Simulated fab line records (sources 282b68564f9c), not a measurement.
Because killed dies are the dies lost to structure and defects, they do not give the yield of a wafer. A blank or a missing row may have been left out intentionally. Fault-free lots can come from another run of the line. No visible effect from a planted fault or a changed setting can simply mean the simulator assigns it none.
Problem report, 8D (eight disciplines) form, completed by code :: flow rit cmos :: the parts of the form that need people (team, actions taken, sign-off) are left out

1. THE PROBLEM
Wafers free of any fault read 351 nm (standard deviation 5.3) for FOX1_OXIDE_THK at RIT_FOX1_THK_MEAS_01, against a mean of 397 nm on 6 wafers of 2 lots. Measured from the usual mean, that is +8.7 standard deviations.
The first sign was on wafer L721.1 at day 4 22:18, on film metro-02. At this step, 42 wafers from 14 lots have a number in the record. Rule for "out", or "out of limits": more than 4 standard deviations from the usual mean. All remaining wafers that have a number are taken as sound.

2. WHAT THIS IS AND IS NOT
question: which readings at this step
is: FOX1_OXIDE_THK
is not: -

question: which lots
is: L721, L722
is not: L707, L708, L709, L711, L712, L714, L715, L718, L719, L720, L724, L725

question: which wafers of those lots
is: all that have a number
is not: -

question: read on which gauges
is: film metro-02, film metro-04
is not: -

question: when
is: from day 4 22:18
is not: up to then (30 sound wafers); but 6 sound wafers of L724, L725 came after

3. WHAT RULES OUT EACH SUSPECT
Counting: a tool at a process step up to the reading stays a suspect if it ran every lot that is out and no sound lot after the first of them.
- ruled out: the gauge at RIT_FOX1_THK_MEAS_01. The wafers that are out were read on 2 gauges (film metro-02, film metro-04).
- furnace-03 at RIT_FOX1_OXIDATION_00 (target thk 350.7 nm, ox time 1130 s): kept. All lots that are out passed through it, beginning with L721 at day 4 20:59, and no sound lot followed; its final sound lot before that point was L719 at day 4 13:52. Its own readings are out on those wafers: spike tc centre C, spike tc load C, spike tc source C, tube center temp C, tube_center_temp_C_max.
After counting, what remains is furnace-03 at RIT_FOX1_OXIDATION_00.

4. THE CAUSE (what the simulator had put in)
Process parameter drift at RIT_FOX1_OXIDATION_00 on furnace-03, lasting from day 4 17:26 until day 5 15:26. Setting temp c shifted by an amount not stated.
The count eliminated every tool but this one.

5. THE CHAIN OF EFFECTS, in route order
One row per reading whose mean, taken over the struck wafers that have a number, lies over 3 standard deviations from the usual. Only readings whose record carries a usual standard deviation are examined. hours: median over the lots of the time between each lot's start at the first step of this table that gives one and its start at this step. sigmas: the change, counted in usual standard deviations.
hours: 0
step: RIT_FOX1_OXIDATION_00
reading: spike tc centre C
usual: 1102.4 C
on struck wafers: 1128.4
change: +26.0
sigmas: +15

hours: 0
step: RIT_FOX1_OXIDATION_00
reading: spike tc load C
usual: 1128 C
on struck wafers: 1156
change: +28
sigmas: +8.9

hours: 0
step: RIT_FOX1_OXIDATION_00
reading: spike tc source C
usual: 1127 C
on struck wafers: 1154
change: +27
sigmas: +7.5

hours: 0
step: RIT_FOX1_OXIDATION_00
reading: tube center temp C
usual: 1100 C
on struck wafers: 1125
change: +25
sigmas: +99 or more

hours: 0
step: RIT_FOX1_OXIDATION_00
reading: tube_center_temp_C_max
usual: 1102.8
on struck wafers: 1127.7
change: +24.9
sigmas: +57

hours: 1
step: RIT_FOX1_THK_MEAS_01
reading: FOX1_OXIDE_THK
usual: 351 nm
on struck wafers: 397
change: +46
sigmas: +8.7
It contains these process steps:
- RIT_FOX1_OXIDATION_00: target thk 350.7 nm, ox time 1130 s.

6. WHAT WOULD HAVE CAUGHT IT SOONER
Counted from the fault's start at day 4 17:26, it took 5 hours until the first out-of-limits reading at a measuring or inspecting step in this record, taken at day 4 22:18.
At RIT_FOX1_OXIDATION_00, the tool's own readings (spike tc centre C, spike tc load C, spike tc source C, tube center temp C, tube_center_temp_C_max) were out on each struck wafer the step has a row for, so an alarm limit on them would have fired on the first such wafer.
L722, from the lots that are out (2), started RIT_FOX1_OXIDATION_00 on furnace-03 later than day 4 22:18. Had the tool been put on hold then, it would have been spared.
